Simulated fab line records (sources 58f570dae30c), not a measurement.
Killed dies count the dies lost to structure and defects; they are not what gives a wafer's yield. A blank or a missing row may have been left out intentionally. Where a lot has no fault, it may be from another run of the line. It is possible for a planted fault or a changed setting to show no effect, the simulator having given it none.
fab line records + flow berkeleyCmos170
[record]
- lots = 13
- wafers = 39
- lastDay = 14
route steps=331 shown START@1 NWELL@27 SCREENOX@102
lots that met no fault: taken from a fault-free run of the same line
startH: hours from the record's opening day to when the first of the lot's shown wafers began + waitH: hours since the lot's step before + " same as the row above + L1.1+2: a single row standing in for several wafers + - either no value or no given start + * or withheld: withheld + < > ~ a bound
route shown NAME@n: names a module that has steps shown in the file, with the first one's number in the route + usual: mean and standard deviation over wafers with no fault + same: alike in all rows + chamber/n: place in a boat + sites: the reading at each site + _std_site: how widely they spread, as a standard deviation + _edge_site: mean of outer sites minus mean of inner sites + radiusMm: for every site, how far away it sits from the centre of the wafer + mask NAME#n: copy n + behind: tool/chamber where the wafer was last shaped + hold: why the lot was held/for how many hours/how that ended + device: whichever transistor did not switch (one of n, p or np) + end of line: tests of these same wafers at the route's end + for a step that has no rows: nothing shown but its recipe + killed: dies that structure and defects cost at the first sort, which is not the same as the wafer's yield + map: dies across one wafer; x = killed, . = not, _ = none there
set.NAME: the setting that was run; set.NAME@STEP: the one run at that earlier step + model.NAME: the simulator's own value behind a step, which no gauge read
one table for each step of the route and one row for each wafer, over a sample of lots
services: the hour from which a tool's chamber was out of use, counted from the record's first day as startH (under 0 if before that day), plus the number of hours and why
[[steps]]
[step UCB170_START_BOW_MEAS_00]
[recipe]
- mode = bow
[usual]
- INCOMING_BOW = 0/5.9
| lot.wafer | tool         | chamber | startH | waitH | INCOMING_BOW[um] |
|-----------|--------------|---------|--------|-------|------------------|
| L844.1    | filmMetro-03 | -       | 20.00  | -     | -8               |
| L844.4    | "            | -       | "      | "     | -4               |
| L844.5    | "            | -       | "      | "     | -1               |
| L845.3    | filmMetro-02 | -       | 25.04  | -     | -2               |
| L845.4    | "            | -       | "      | "     | -2               |
| L845.6    | "            | -       | "      | "     | -2               |
| L846.1    | filmMetro-03 | -       | 30.00  | -     | -16              |
| L846.2    | "            | -       | "      | "     | -3               |
| L846.6    | "            | -       | "      | "     | -4               |
| L848.1    | filmMetro-01 | -       | 40.00  | -     | 9                |
| L848.5    | "            | -       | "      | "     | -1               |
| L848.6    | "            | -       | "      | "     | 7                |
| L849.3    | filmMetro-02 | -       | 45.04  | -     | -3               |
| L849.4    | "            | -       | "      | "     | 3                |
| L849.6    | "            | -       | "      | "     | -5               |
| L851.2    | filmMetro-02 | -       | 55.02  | -     | 4                |
| L851.3    | "            | -       | "      | "     | 8                |
| L851.5    | "            | -       | "      | "     | -3               |
| L852.3    | filmMetro-02 | -       | 60.04  | -     | 3                |
| L852.5    | "            | -       | "      | "     | 2                |
| L852.6    | "            | -       | "      | "     | -12              |
| L853.1    | filmMetro-02 | -       | 65.00  | -     | -9               |
| L853.4    | "            | -       | "      | "     | -5               |
| L853.6    | "            | -       | "      | "     | 4                |
| L854.1    | filmMetro-02 | -       | 70.04  | -     | 7                |
| L854.2    | "            | -       | "      | "     | -2               |
| L854.4    | "            | -       | "      | "     | -8               |
| L855.1    | filmMetro-02 | -       | 75.00  | -     | -1               |
| L855.2    | "            | -       | "      | "     | 7                |
| L855.4    | "            | -       | "      | "     | 2                |
| L860.2    | filmMetro-01 | -       | 100.02 | -     | 5                |
| L860.4    | "            | -       | "      | "     | 0                |
| L860.6    | "            | -       | "      | "     | 1                |
| L862.2    | filmMetro-01 | -       | 110.02 | -     | 4                |
| L862.4    | "            | -       | "      | "     | -4               |
| L862.5    | "            | -       | "      | "     | 4                |
| L864.2    | filmMetro-01 | -       | 120.02 | -     | 1                |
| L864.3    | "            | -       | "      | "     | 11               |
| L864.5    | "            | -       | "      | "     | 3                |
[step UCB170_NWELL_ETCH_13]
[recipe]
- chemistry = CH3F/Ar/O2
- target = Si3N4
- stopOn = SiO2
- CH3F_flow_sccm = 20
- Ar_flow_sccm = 50
- O2_flow_sccm = 7
- pressureMtorr = 50
- rfW = 450
- targetDepthA = 2464
- overEtchFrac = 0.1
- timeS = 160.5
[usual]
- drypumpMotorCurrentA = 5.6/0.38
- oesProductAu = 0.934/0.018
- throttleValvePct = 8.11/0.11
| lot.wafer | tool       | chamber | startH | waitH | drypumpMotorCurrentA | oesProductAu | rfHoursCounterH | throttleValvePct |
|-----------|------------|---------|--------|-------|----------------------|--------------|-----------------|------------------|
| L846.1    | rieDiel-02 | 3       | 50.70  | 0.0   | 5.1                  | 0.951        | 32              | 8.16             |
| L846.2    | "          | 0       | "      | "     | 5.9                  | 0.961        | 22              | 8.18             |
| L846.6    | "          | 2       | "      | "     | 5.6                  | 0.917        | -               | 8.23             |
| L844.1    | rieDiel-01 | 3       | 50.94  | 0.0   | 6.2                  | 0.920        | 53              | 7.89             |
| L844.4    | "          | 1       | "      | "     | 5.1                  | 0.959        | 19              | 8.05             |
| L844.5    | "          | 3       | "      | "     | 6.2                  | 0.922        | -               | 7.90             |
| L845.3    | rieDiel-02 | 3       | 51.19  | 0.0   | 5.1                  | 0.943        | 32              | 8.15             |
| L845.4    | "          | 1       | "      | "     | 5.6                  | 0.911        | 15              | 7.99             |
| L845.6    | "          | 0       | "      | "     | 5.9                  | 0.955        | -               | 8.18             |
| L849.3    | rieDiel-01 | 2       | 66.13  | 0.0   | 6.0                  | 0.931        | 138             | 8.23             |
| L849.4    | "          | 3       | "      | "     | 6.2                  | 0.919        | 54              | 7.92             |
| L849.6    | "          | 2       | "      | "     | 6.0                  | 0.924        | -               | 8.25             |
| L848.1    | rieDiel-02 | 2       | 66.68  | 0.0   | 5.6                  | 0.910        | 29              | 8.22             |
| L848.5    | "          | 2       | "      | "     | 5.6                  | 0.910        | -               | 8.23             |
| L848.6    | "          | 0       | "      | "     | 5.9                  | 0.948        | -               | 8.16             |
| L851.2    | rieDiel-03 | 0       | 80.66  | 0.0   | 6.2                  | 0.926        | 44              | 7.93             |
| L851.3    | "          | 2       | "      | "     | 5.3                  | 0.956        | 7               | 8.04             |
| L851.5    | "          | 1       | "      | "     | 5.7                  | 0.944        | -               | 8.14             |
| L852.3    | rieDiel-02 | 1       | 87.62  | 0.0   | 5.6                  | 0.917        | 17              | 8.00             |
| L852.5    | "          | 0       | "      | "     | 5.8                  | 0.957        | -               | 8.17             |
| L852.6    | "          | 1       | "      | "     | 5.6                  | 0.910        | -               | 7.99             |
| L853.1    | rieDiel-03 | 3       | 87.90  | 0.0   | 5.0                  | 0.908        | 77              | 8.28             |
| L853.4    | "          | 2       | "      | "     | 5.3                  | 0.948        | 7               | 8.07             |
| L853.6    | "          | 1       | "      | "     | 5.7                  | 0.943        | -               | 8.15             |
| L854.1    | rieDiel-02 | 3       | 92.44  | 0.0   | 5.2                  | 0.948        | 34              | 8.16             |
| L854.2    | "          | 0       | "      | "     | 5.9                  | 0.952        | 25              | 8.17             |
| L854.4    | "          | 1       | "      | "     | 5.6                  | 0.912        | 17              | 8.01             |
| L855.1    | rieDiel-02 | 3       | 100.87 | 0.0   | 5.1                  | 0.959        | 34              | 8.16             |
| L855.2    | "          | 0       | "      | "     | 5.9                  | 0.962        | 25              | 8.17             |
| L855.4    | "          | 2       | "      | "     | 5.5                  | 0.761        | 30              | 8.22             |
| L860.2    | rieDiel-03 | 1       | 136.43 | 0.0   | 5.7                  | 0.946        | 11              | 8.15             |
| L860.4    | "          | 2       | "      | "     | 5.3                  | 0.961        | 9               | 8.05             |
| L860.6    | "          | 0       | "      | "     | 6.2                  | 0.937        | -               | 7.92             |
| L862.2    | rieDiel-01 | 1       | 136.71 | 0.0   | 5.1                  | 0.947        | 23              | 8.04             |
| L862.4    | "          | 2       | "      | "     | 6.1                  | 0.931        | 142             | 8.23             |
| L862.5    | "          | 2       | "      | "     | 6.1                  | 0.934        | -               | 8.24             |
| L864.2    | rieDiel-01 | 1       | 144.01 | 0.0   | 5.1                  | 0.945        | 24              | 8.05             |
| L864.3    | "          | 0       | "      | "     | 5.4                  | 0.920        | 87              | 8.12             |
| L864.5    | "          | 1       | "      | "     | 5.1                  | 0.937        | -               | 8.04             |
[step UCB170_NWELL_STRIP_15]
[recipe]
- chemistry = O2
- powerW = 400
- pressureMtorr = 3500
- platenTempC = withheld
- o2FlowSccm = 400
- overashFraction = 0.5
[usual]
- drypumpMotorCurrentA = 5.6/0.32
- oesProductAu = 0.721/0.0046
- stripTimeToEndpointS = 17.86/0.063
| lot.wafer | tool           | chamber | startH | waitH | drypumpMotorCurrentA | oesProductAu | rfHoursCounterH | stripTimeToEndpointS |
|-----------|----------------|---------|--------|-------|----------------------|--------------|-----------------|----------------------|
| L846.1    | plasmaAsher-01 | 1       | 50.96  | 0.1   | 5.9                  | 0.721        | 31              | 17.75                |
| L846.2    | "              | 0       | "      | "     | 5.8                  | 0.717        | 31              | 17.85                |
| L846.6    | "              | 1       | "      | "     | 5.9                  | 0.721        | -               | 17.81                |
| L844.1    | plasmaAsher-04 | 0       | 51.20  | 0.1   | 5.7                  | 0.725        | 31              | 17.81                |
| L844.4    | "              | 0       | "      | "     | 5.7                  | 0.722        | -               | 17.79                |
| L844.5    | "              | 0       | "      | "     | 5.7                  | 0.715        | -               | 17.79                |
| L845.3    | plasmaAsher-01 | 0       | 51.47  | 0.1   | 5.8                  | 0.724        | -               | 17.78                |
| L845.4    | "              | 1       | "      | "     | 5.8                  | 0.723        | -               | 17.80                |
| L845.6    | "              | 1       | "      | "     | 5.9                  | 0.723        | -               | 17.93                |
| L849.3    | plasmaAsher-04 | 1       | 66.41  | 0.1   | 5.1                  | 0.714        | -               | 17.90                |
| L849.4    | "              | 0       | "      | "     | 5.7                  | 0.734        | -               | 17.85                |
| L849.6    | "              | 1       | "      | "     | 5.1                  | 0.714        | -               | 17.89                |
| L848.1    | plasmaAsher-03 | 0       | 66.93  | 0.1   | 6.1                  | 0.719        | 34              | 17.83                |
| L848.5    | "              | 0       | "      | "     | 6.0                  | 0.723        | -               | 17.82                |
| L848.6    | "              | 1       | "      | "     | 5.5                  | 0.717        | -               | 17.85                |
| L851.2    | plasmaAsher-01 | 1       | 80.91  | 0.1   | 5.8                  | 0.719        | 34              | 17.98                |
| L851.3    | "              | 1       | "      | "     | 5.9                  | 0.727        | -               | 17.87                |
| L851.5    | "              | 0       | "      | "     | 5.9                  | 0.715        | -               | 17.81                |
| L852.3    | plasmaAsher-01 | 1       | 87.91  | 0.1   | 5.8                  | 0.716        | -               | 17.83                |
| L852.5    | "              | 1       | "      | "     | 5.8                  | 0.717        | -               | 17.93                |
| L852.6    | "              | 0       | "      | "     | 5.8                  | 0.716        | -               | 17.95                |
| L853.1    | plasmaAsher-03 | 0       | 88.15  | 0.1   | 6.0                  | 0.721        | 37              | 17.96                |
| L853.4    | "              | 0       | "      | "     | 6.1                  | 0.716        | -               | 17.95                |
| L853.6    | "              | 0       | "      | "     | 6.1                  | 0.717        | -               | 17.94                |
| L854.1    | plasmaAsher-04 | 1       | 92.69  | 0.1   | 5.1                  | 0.716        | 35              | 17.87                |
| L854.2    | "              | 0       | "      | "     | 5.6                  | 0.720        | 35              | 17.96                |
| L854.4    | "              | 0       | "      | "     | 5.6                  | 0.722        | -               | 17.92                |
| L855.1    | plasmaAsher-04 | 1       | 101.12 | 0.1   | 5.1                  | 0.715        | 37              | 17.85                |
| L855.2    | "              | 0       | "      | "     | 5.7                  | 0.730        | 37              | 17.89                |
| L855.4    | "              | 0       | "      | "     | 5.6                  | 0.724        | -               | 19.33                |
| L860.2    | plasmaAsher-01 | 1       | 136.69 | 0.1   | 5.8                  | 0.718        | 2               | 17.84                |
| L860.4    | "              | 1       | "      | "     | 5.9                  | 0.719        | -               | 17.89                |
| L860.6    | "              | 0       | "      | "     | 5.8                  | 0.716        | -               | 17.82                |
| L862.2    | plasmaAsher-03 | 1       | 136.96 | 0.1   | 5.5                  | 0.720        | 43              | 17.77                |
| L862.4    | "              | 1       | "      | "     | 5.5                  | 0.720        | -               | 17.75                |
| L862.5    | "              | 0       | "      | "     | 6.1                  | 0.718        | -               | 17.88                |
| L864.2    | plasmaAsher-01 | 1       | 144.26 | 0.1   | 5.9                  | 0.712        | 3               | 17.84                |
| L864.3    | "              | 1       | "      | "     | 5.9                  | 0.730        | -               | 17.81                |
| L864.5    | "              | 1       | "      | "     | 5.9                  | 0.721        | -               | 17.83                |
[step UCB170_NWELL_TW_MEAS_16]
[usual]
- NWELL_TW = 1242/15
| lot.wafer | tool         | chamber | startH | waitH | NWELL_TW |
|-----------|--------------|---------|--------|-------|----------|
| L846.1    | filmMetro-02 | -       | 51.06  | 0.1   | 1230     |
| L846.2    | "            | -       | "      | "     | 1237     |
| L846.6    | "            | -       | "      | "     | 1235     |
| L844.1    | filmMetro-03 | -       | 51.30  | 0.1   | 1267     |
| L844.4    | "            | -       | "      | "     | 1260     |
| L844.5    | "            | -       | "      | "     | 1273     |
| L845.3    | filmMetro-03 | -       | 51.56  | 0.1   | 1268     |
| L845.4    | "            | -       | "      | "     | 1272     |
| L845.6    | "            | -       | "      | "     | 1265     |
| L849.3    | filmMetro-02 | -       | 66.50  | 0.1   | 1228     |
| L849.4    | "            | -       | "      | "     | 1231     |
| L849.6    | "            | -       | "      | "     | 1235     |
| L848.1    | filmMetro-03 | -       | 67.03  | 0.1   | 1267     |
| L848.5    | "            | -       | "      | "     | 1271     |
| L848.6    | "            | -       | "      | "     | 1270     |
| L851.2    | filmMetro-02 | -       | 81.02  | 0.1   | 1231     |
| L851.3    | "            | -       | "      | "     | 1229     |
| L851.5    | "            | -       | "      | "     | 1235     |
| L852.3    | filmMetro-02 | -       | 88.00  | 0.1   | 1233     |
| L852.5    | "            | -       | "      | "     | 1230     |
| L852.6    | "            | -       | "      | "     | 1231     |
| L853.1    | filmMetro-04 | -       | 88.25  | 0.1   | 1241     |
| L853.4    | "            | -       | "      | "     | 1234     |
| L853.6    | "            | -       | "      | "     | 1245     |
| L854.1    | filmMetro-02 | -       | 92.79  | 0.1   | 1229     |
| L854.2    | "            | -       | "      | "     | 1231     |
| L854.4    | "            | -       | "      | "     | 1236     |
| L855.1    | filmMetro-02 | -       | 101.22 | 0.1   | 1235     |
| L855.2    | "            | -       | "      | "     | 1242     |
| L855.4    | "            | -       | "      | "     | 1237     |
| L860.2    | filmMetro-03 | -       | 136.80 | 0.1   | 1258     |
| L860.4    | "            | -       | "      | "     | 1258     |
| L860.6    | "            | -       | "      | "     | 1267     |
| L862.2    | filmMetro-02 | -       | 137.07 | 0.1   | 1233     |
| L862.4    | "            | -       | "      | "     | 1224     |
| L862.5    | "            | -       | "      | "     | 1231     |
| L864.2    | filmMetro-04 | -       | 144.37 | 0.1   | 1244     |
| L864.3    | "            | -       | "      | "     | 1247     |
| L864.5    | "            | -       | "      | "     | 1245     |
[step UCB170_SCREENOX_THK_MEAS_02]
[recipe]
- reads = SiO2_of_SCREENOX_OXIDATION_01
[usual]
- SCREENOX_OXIDE_THK = 14.30/0.26
| lot.wafer | tool         | chamber | startH | waitH | SCREENOX_OXIDE_THK[nm] |
|-----------|--------------|---------|--------|-------|------------------------|
| L844.1    | filmMetro-01 | -       | 138.47 | 0.0   | 14.73                  |
| L844.4    | "            | -       | "      | "     | 14.81                  |
| L844.5    | "            | -       | "      | "     | 14.75                  |
| L845.3    | filmMetro-02 | -       | 138.49 | 0.0   | 14.25                  |
| L845.4    | "            | -       | "      | "     | 14.33                  |
| L845.6    | "            | -       | "      | "     | 14.29                  |
| L846.1    | filmMetro-02 | -       | 138.53 | 0.1   | 14.46                  |
| L846.2    | "            | -       | "      | "     | 14.34                  |
| L846.6    | "            | -       | "      | "     | 14.61                  |
| L848.1    | filmMetro-02 | -       | 150.99 | 0.0   | 14.42                  |
| L848.5    | "            | -       | "      | "     | 14.37                  |
| L848.6    | "            | -       | "      | "     | 14.34                  |
| L849.3    | filmMetro-03 | -       | 151.01 | 0.0   | 14.52                  |
| L849.4    | "            | -       | "      | "     | 14.67                  |
| L849.6    | "            | -       | "      | "     | 14.80                  |
| L851.2    | filmMetro-03 | -       | 182.46 | 0.0   | 14.11                  |
| L851.3    | "            | -       | "      | "     | 14.18                  |
| L851.5    | "            | -       | "      | "     | 14.09                  |
| L852.3    | filmMetro-01 | -       | 182.47 | 0.0   | 14.06                  |
| L852.5    | "            | -       | "      | "     | 14.21                  |
| L852.6    | "            | -       | "      | "     | 14.07                  |
| L853.1    | filmMetro-02 | -       | 182.51 | 0.1   | 14.31                  |
| L853.4    | "            | -       | "      | "     | 14.28                  |
| L853.6    | "            | -       | "      | "     | 14.31                  |
| L854.1    | filmMetro-03 | -       | 182.51 | 0.1   | 14.43                  |
| L854.2    | "            | -       | "      | "     | 14.28                  |
| L854.4    | "            | -       | "      | "     | 14.24                  |
| L855.1    | filmMetro-03 | -       | 199.22 | 0.0   | 14.41                  |
| L855.2    | "            | -       | "      | "     | 14.39                  |
| L855.4    | "            | -       | "      | "     | 14.31                  |
| L862.2    | filmMetro-03 | -       | 256.47 | 0.0   | 14.72                  |
| L862.4    | "            | -       | "      | "     | 14.76                  |
| L862.5    | "            | -       | "      | "     | 14.64                  |
| L864.2    | filmMetro-01 | -       | 256.52 | 0.1   | 13.81                  |
| L864.3    | "            | -       | "      | "     | 13.62                  |
| L864.5    | "            | -       | "      | "     | 13.64                  |
| L860.2    | filmMetro-03 | -       | 256.53 | 0.1   | 14.55                  |
| L860.4    | "            | -       | "      | "     | 14.49                  |
| L860.6    | "            | -       | "      | "     | 14.57                  |
[[services]]
| tool           | chamber | startH | hours | kind      |
|----------------|---------|--------|-------|-----------|
| rieDiel-01     | 0       | 32.24  | 13.3  | repair    |
| rieDiel-03     | -       | 41.71  | 28.1  | pm        |
| plasmaAsher-01 | -       | 53.02  | 4.3   | pm        |
| rieDiel-02     | 2       | 72.43  | 2.8   | repair    |
| rieDiel-03     | 3       | 108.36 | 3.3   | repair    |
| plasmaAsher-01 | -       | 108.75 | 9.0   | pm        |
| plasmaAsher-01 | 0       | 108.75 | 9.0   | ventCycle |
| plasmaAsher-01 | 1       | 108.75 | 9.0   | ventCycle |
| rieDiel-03     | -       | 115.58 | 1.1   | repair    |
| plasmaAsher-01 | 0       | 117.75 | -     | clean     |
| plasmaAsher-01 | 1       | 117.75 | -     | clean     |
| rieDiel-02     | 3       | 129.54 | 11.8  | repair    |
| plasmaAsher-04 | -       | 143.01 | 2.8   | pm        |
[[key]]
[firstSign]
- step = UCB170_NWELL_ETCH_13
- reading = oesProductAu
- direction = down
- sigmas = 9.9
- usual = 0.934
- struck = 0.761
[effect]
- step = UCB170_NWELL_STRIP_15
- reading = stripTimeToEndpointS
- direction = up
- sigmas = 23
- usual = *
- struck = *
metAt UCB170_NWELL_ETCH_13
struckLots L855
struckWafers L855.4
sortLeftOut L855.4
testerLeftOut L855
notActingAt UCB170_START_BOW_MEAS_00,UCB170_NWELL_TW_MEAS_16,UCB170_SCREENOX_THK_MEAS_02
onsetBetween 66.68 100.87
[fault]
- kind = processParameterDrift
- tool = rieDiel-02
- chamber = 2
- onsetH = 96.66
- steps = UCB170_NWELL_ETCH_13
- channel = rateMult
- offset = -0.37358
- shape = step
- endH = 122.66
// testerLeftOut: of these lots the tester's yield and bins aren't shown, on N5 and GAA mostly nor the transistor test; their killed dies are dies lost to structure and defects alone, not to doping, threshold or leakage, so they don't give the yield
// sortLeftOut: the simulated sort isn't trusted on such a fault, so these wafers' sort isn't shown, and their yield isn't known
